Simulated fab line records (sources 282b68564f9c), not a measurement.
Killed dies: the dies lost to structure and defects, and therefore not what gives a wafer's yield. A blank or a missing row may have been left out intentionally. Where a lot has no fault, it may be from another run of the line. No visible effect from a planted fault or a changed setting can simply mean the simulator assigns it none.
One fault through the eyes of 2 desks + flow rit cmos + numbers are kept per desk, each desk with only its own; the story behind them comes last

## METROLOGY DESK
What the gauges read for every lot (on any tool): the sampled wafers with a number, averaged. If a lot's mean is further than 4 standard deviations from the usual mean, the lot is out of limits and carries the mark OUT (the distance appears in the brackets).
Columns: A = NWELL_TW at RIT_NWELL_TW_MEAS_10, usual 2158; B = NWELL_RS at RIT_WELLDRIVE_RS_MEAS_01, usual 275.6 ohm/sq
| lot  | first seen here | A              | B                       |
|------|-----------------|----------------|-------------------------|
| L166 | day 1 20:56     | 2186           | 275.6                   |
| L167 | day 2 03:19     | 2140           | 276.8                   |
| L168 | day 2 07:37     | 2147           | 275.0                   |
| L169 | day 2 14:32     | 2189           | 276.5                   |
| L171 | day 3 00:53     | 2141           | 276.5                   |
| L174 | day 3 13:32     | 2177           | 275.0                   |
| L175 | day 3 18:03     | 1636 (-35) OUT | 475.7 (+99 or more) OUT |
| L176 | day 4 04:37     | 1644 (-34) OUT | 471.2 (+99 or more) OUT |
| L181 | day 4 23:58     | 2167           | 274.3                   |
| L182 | day 5 06:19     | 2162           | 275.3                   |
| L183 | day 5 09:52     | 2162           | 275.6                   |
| L186 | day 6 00:50     | 2151           | 275.7                   |
| L187 | day 6 06:04     | 2146           | 276.2                   |
| L188 | day 6 12:05     | 2143           | 275.2                   |
This desk's finding: out of limits on L175, L176; first on L175, day 3 18:03 (NWELL_TW at RIT_NWELL_TW_MEAS_10). In limits: L166, L167, L168, L169, L171, L174, L181, L182, L183, L186, L187, L188.

## DESK OF THE TOOL OWNER: implanter-04
RIT_NWELL_IMPLANT_08, tool's own readings: per-lot mean of the sampled wafers with a number, covering each lot this tool ran. If a lot's mean is further than 4 standard deviations from the usual mean, the lot is out of limits and carries the mark OUT (the distance appears in the brackets).
Columns: A = dose ions cm2 at RIT_NWELL_IMPLANT_08, usual 5e+13; B = faraday current uA at RIT_NWELL_IMPLANT_08, usual 159
| lot  | first seen here | A                       | B            |
|------|-----------------|-------------------------|--------------|
| L168 | day 2 07:18     | 5e+13                   | 159          |
| L169 | day 2 14:14     | 5e+13                   | 161          |
| L171 | day 3 00:34     | 5e+13                   | 157          |
| L175 | day 3 17:46     | 2e+13 (-99 or more) OUT | 66 (-30) OUT |
| L176 | day 4 04:19     | 2e+13 (-99 or more) OUT | 67 (-30) OUT |
This desk's finding: out of limits on L175, L176; first on L175, day 3 17:46 (dose ions cm2 at RIT_NWELL_IMPLANT_08). In limits: L168, L169, L171.

## ALL TOGETHER
The tool owner's desk could have raised an alarm at day 3 17:46, on L175, L176.
On L175, L176, the metrology desk was in a position to raise an alarm at day 3 18:03.
On implanter-04, each named lot ran RIT_NWELL_IMPLANT_08.

## WHAT THE SIMULATOR HAD PUT IN
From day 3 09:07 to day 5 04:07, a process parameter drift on implanter-04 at RIT_NWELL_IMPLANT_08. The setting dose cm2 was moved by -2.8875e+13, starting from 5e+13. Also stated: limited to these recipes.
Lots struck among those shown: L175, L176.
Time in hours from fault onset to the first out-of-limits reading at each desk: tool owner's desk 9, metrology desk 9.
